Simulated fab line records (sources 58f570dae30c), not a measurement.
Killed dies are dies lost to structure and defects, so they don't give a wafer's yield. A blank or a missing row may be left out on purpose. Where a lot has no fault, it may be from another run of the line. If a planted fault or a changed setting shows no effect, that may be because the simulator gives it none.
What tool caused it? ; flow berkeley-cmos170 ; Sampling: 14 lots, 42 wafers, 4 of 331 route steps

## WHAT THE GAUGES SHOWED, per wafer
UCB170_SDANNEAL_RS_MEAS_02: measures by four-point-probe.
lot;measured;on;PSD_RS (ohm/sq)
L170;day 7 08:54;film-metro-04;75.3 75.0 75.5
L172;day 8 12:27;film-metro-03;75.3 75.5 75.4
L175;day 8 12:42;film-metro-04;75.3 75.2 75.5
L174;day 8 13:00;film-metro-03;75.9 75.8 75.9
L176;day 9 09:10;film-metro-03;75.5 75.3 75.6
L177;day 9 09:37;film-metro-02;75.6 75.1 75.1
L178;day 9 16:05;film-metro-03;76.0 75.9 75.5
L179;day 9 17:05;film-metro-03;75.8 76.0 75.9
L181;day 10 14:38;film-metro-04;74.9 75.2 75.5
L192;day 12 00:25;film-metro-02;75.7 75.6 75.9
L189;day 12 01:10;film-metro-02;75.7 75.4 75.7
L191;day 12 01:19;film-metro-03;75.4 75.3 75.9
L190;day 12 01:25;film-metro-04;75.7 75.7 75.3
L193;day 12 22:35;film-metro-04;75.7 75.6 75.7

UCB170_SILICIDE_THK_MEAS_03: measures by xrf.
lot;measured;on;SILICIDE_TI_THK (nm)
L170;day 7 09:35;film-metro-03;31.0 31.0 31.3
L172;day 8 13:08;film-metro-01;30.3 30.2 29.9
L175;day 8 13:24;film-metro-04;30.1 30.8 30.8
L174;day 8 13:42;film-metro-04;29.9 30.6 30.2
L176;day 9 09:52;film-metro-01;30.4 30.1 30.7
L177;day 9 10:21;film-metro-04;30.3 29.6 29.8
L178;day 9 16:46;film-metro-01;30.2 30.7 30.5
L179;day 9 17:47;film-metro-04;30.0 30.9 30.3
L181;day 10 15:19;film-metro-01;29.6 29.8 29.1
L192;day 12 01:06;film-metro-04;30.4 31.0 30.4
L189;day 12 01:53;film-metro-03;30.2 30.3 30.9
L191;day 12 01:59;film-metro-01;29.9 30.3 29.6
L190;day 12 02:09;film-metro-01;29.1 29.4 29.6
L193;day 12 23:16;film-metro-01;30.4 30.7 30.3

UCB170_M3_OVL_MEAS_16.
lot;measured;on;M3_OVL (nm)
L170;day 8 08:48;overlay-02;2 -5 -4
L172;day 9 07:55;overlay-02;-4 -8 -4
L175;day 9 11:51;overlay-02;-2 -2 -4
L174;day 9 13:34;overlay-02;-6 -16 -9
L176;day 10 08:27;overlay-01;1 1 2
L177;day 10 09:11;overlay-02;-8 -5 -10
L178;day 10 19:21;overlay-02;0 -9 -7
L179;day 10 19:25;overlay-01;7 6 10
L181;day 11 12:10;overlay-02;-10 -2 -9
L192;day 12 21:26;overlay-02;0 -2 1
L189;day 13 00:26;overlay-02;-2 -1 -2
L191;day 13 02:58;overlay-02;-7 -6 -7
L190;day 13 03:50;overlay-01;-5 0 -1
L193;day 13 19:58;overlay-01;-5 -3 -3

## EACH LOT AND THE TOOL THAT RAN IT (in order: tool; ch and the chambers of the sampled wafers; start)
lot;UCB170_V1_CMP_02
L170;cmp-01 ch 2,3, day 7 20:13
L172;cmp-02 ch 0,1,3, day 8 21:11
L175;cmp-02 ch 0,1,3, day 8 23:35
L174;cmp-01 ch 2,3, day 9 00:49
L176;cmp-02 ch 0,3, day 9 19:23
L177;cmp-01 ch 0,1,3, day 9 20:43
L178;cmp-02 ch 1,2,3, day 10 03:39
L179;cmp-02 ch 2,3, day 10 04:56
L181;cmp-01 ch 0,1,2, day 11 01:31
L192;cmp-02 ch 1,2,3, day 12 10:28
L189;cmp-01 ch 1,3, day 12 11:47
L191;cmp-02 ch 0,1, day 12 13:04
L190;cmp-01 ch 2,3, day 12 13:12
L193;cmp-02 ch 0,1,3, day 13 08:17
- UCB170_V1_CMP_02: polishes SiO2.

## WHAT THE TOOLS THEMSELVES READ (means of the sampled wafers that have a number; where no wafer has one, the mark that the record gives instead)
UCB170_V1_CMP_02.
lot;tool;motor-current-A (A);slurry-filter-dp-kPa (kPa)
L170;cmp-01;18.8;13.46
L172;cmp-02;15.0;13.32
L175;cmp-02;15.6;13.32
L174;cmp-01;17.8;13.53
L176;cmp-02;15.8;13.45
L177;cmp-01;16.9;13.54
L178;cmp-02;16.6;13.54
L179;cmp-02;16.3;13.58
L181;cmp-01;15.8;13.48
L192;cmp-02;16.2;13.47
L189;cmp-01;17.1;13.44
L191;cmp-02;16.4;13.43
L190;cmp-01;17.4;13.38
L193;cmp-02;15.6;13.39

## THE ANSWER, worked out from the rows above alone
Rule: the usual values come from the lots themselves. Put in order of their means at a reading, lots are off if they are a third of the lots or fewer, leave a main group of 4 or more, and stand apart from it by a gap of 3 or more times the standard deviation of the main group's means; of several such gaps the widest counts. Not used: any main group whose means are identical at the precision the tables above print for the reading. Also off: a lot with no number at a reading for which 4 or more lots have one. Where the step has rows for the other lots, those lots are counted as sound. After the gauges, taken in route order, come the tools' own readings; for these a lot's mean is taken, as printed above. The first step at which some lot is off is used, and at that step the reading that is off furthest; a lot without a number counts as furthest.
Nothing can be told from this: no lot is off at any reading shown.

## WHAT HAD BEEN PUT IN BY THE SIMULATOR
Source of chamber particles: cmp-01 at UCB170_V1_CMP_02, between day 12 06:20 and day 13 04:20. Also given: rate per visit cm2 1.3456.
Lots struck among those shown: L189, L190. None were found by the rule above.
